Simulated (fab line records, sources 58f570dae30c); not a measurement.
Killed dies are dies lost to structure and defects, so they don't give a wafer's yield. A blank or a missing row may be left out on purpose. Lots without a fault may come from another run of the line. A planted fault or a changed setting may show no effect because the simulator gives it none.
Split-lot experiment | flow berkeley_cmos170 | 5 lots, 23 wafers read, on a route of 331 steps

THE SPLIT
At UCB170_PVT_IMPLANT_07, the setting energy_kev was moved away from the recipe's 30 on 7 of the 23 wafers read, by -2.5% to +4.1%. The other wafers ran this setting at the recipe's value.

The reading is taken at the split's own step.

THE READING
implant.drp_nm (the simulator's own value, which no gauge read), in nm, at UCB170_PVT_IMPLANT_07. The file gives no usual value for it.

wafer  | tool, chamber at the split | energy_kev as run | against the recipe | implant.drp_nm, nm | against lot-mates on the recipe
L077.2 | implanter-04, 0            | 30                | recipe             | 16.56              | -
L077.3 | implanter-04, 0            | 30                | recipe             | 16.56              | -
L077.5 | implanter-04, 0            | 30                | recipe             | 16.56              | -
L081.1 | implanter-03, 0            | 31.24             | +4.1%              | 17.14              | +0.58
L081.5 | implanter-03, 0            | 31.24             | +4.1%              | 17.14              | +0.58
L081.2 | implanter-03, 0            | 30                | recipe             | 16.56              | -
L081.4 | implanter-03, 0            | 30                | recipe             | 16.56              | -
L081.6 | implanter-03, 0            | 30                | recipe             | 16.56              | -
L083.1 | implanter-01, 0            | 30.56             | +1.9%              | 16.82              | +0.26
L083.3 | implanter-01, 0            | 30.56             | +1.9%              | 16.82              | +0.26
L083.4 | implanter-01, 0            | 30.56             | +1.9%              | 16.82              | +0.26
L083.2 | implanter-01, 0            | 30                | recipe             | 16.56              | -
L083.5 | implanter-01, 0            | 30                | recipe             | 16.56              | -
L082.1 | implanter-04, 0            | 30                | recipe             | 16.56              | -
L082.2 | implanter-04, 0            | 30                | recipe             | 16.56              | -
L082.3 | implanter-04, 0            | 30                | recipe             | 16.56              | -
L082.4 | implanter-04, 0            | 30                | recipe             | 16.56              | -
L082.5 | implanter-04, 0            | 30                | recipe             | 16.56              | -
L084.1 | implanter-04, 0            | 30                | recipe             | 16.56              | -
L084.4 | implanter-04, 0            | 30                | recipe             | 16.56              | -
L084.6 | implanter-04, 0            | 30                | recipe             | 16.56              | -
L084.3 | implanter-04, 0            | 29.25             | -2.5%              | 16.31              | -0.25
L084.5 | implanter-04, 0            | 29.25             | -2.5%              | 16.31              | -0.25

THE FIT
A straight line over all 23 wafers: implant.drp_nm changes by +0.129 nm for each +1% of energy_kev; r = +0.99; the points scatter about the line by 0.024 nm.
The same after taking each lot's own level away (the mean of its wafers on the recipe; 23 wafers): +0.129 nm for each +1%; r = +0.99; scatter 0.024 nm.
On that fit, the largest move of energy_kev shifts the reading by 0.53 nm.
The lots' own levels span 16.560 to 16.560 nm.
So the lot-to-lot level changes the slope little: the two slopes agree.
Check: with one of the wafers moved furthest among these (+4.1%) left out of the fit, the line predicts +0.533 nm for it against its lot-mates. It came out at +0.58 nm against them.

OTHER SPLITS ON THESE WAFERS
These wafers also went through other splits before the reading. Each is held against what the fit with the lots' levels taken away leaves over:
other split on the same wafers      | wafers away from the commonest value | r with implant.drp_nm (lot level and that fit taken away)
UCB170_START_OXIDATION_02 ox_time_s | 10                                   | +0.31
UCB170_NWELL_ETCH_13 rf_w           | 5                                    | -0.22
UCB170_PWELL_COAT_08 resist_thk_nm  | 11                                   | -0.15
UCB170_PWELL_IMPLANT_15 dose_cm2    | 4                                    | +0.21
UCB170_ACTIVE_CVD_05 time_s         | 18                                   | +0.15
UCB170_ACTIVE_COAT_08 spin_rpm      | 7                                    | +0.06
UCB170_NVT_IMPLANT_07 energy_kev    | 4                                    | -0.25

THE WHOLE CHAIN: every reading that the file lists as answering this split, in the file's order
step                  | what it does | reading                                                         | change (the file's fit)               | r (the file's)
UCB170_PVT_IMPLANT_07 |              | implant.rp_nm (the simulator's own value, which no gauge read)  | +0.313 nm for each +1% of the setting | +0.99
UCB170_PVT_IMPLANT_07 |              | implant.drp_nm (the simulator's own value, which no gauge read) | +0.13 nm for each +1% of the setting  | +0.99

THE FILE'S OWN FIT
implant.drp_nm changes by +0.13 nm for each +1% of energy_kev, r = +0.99.
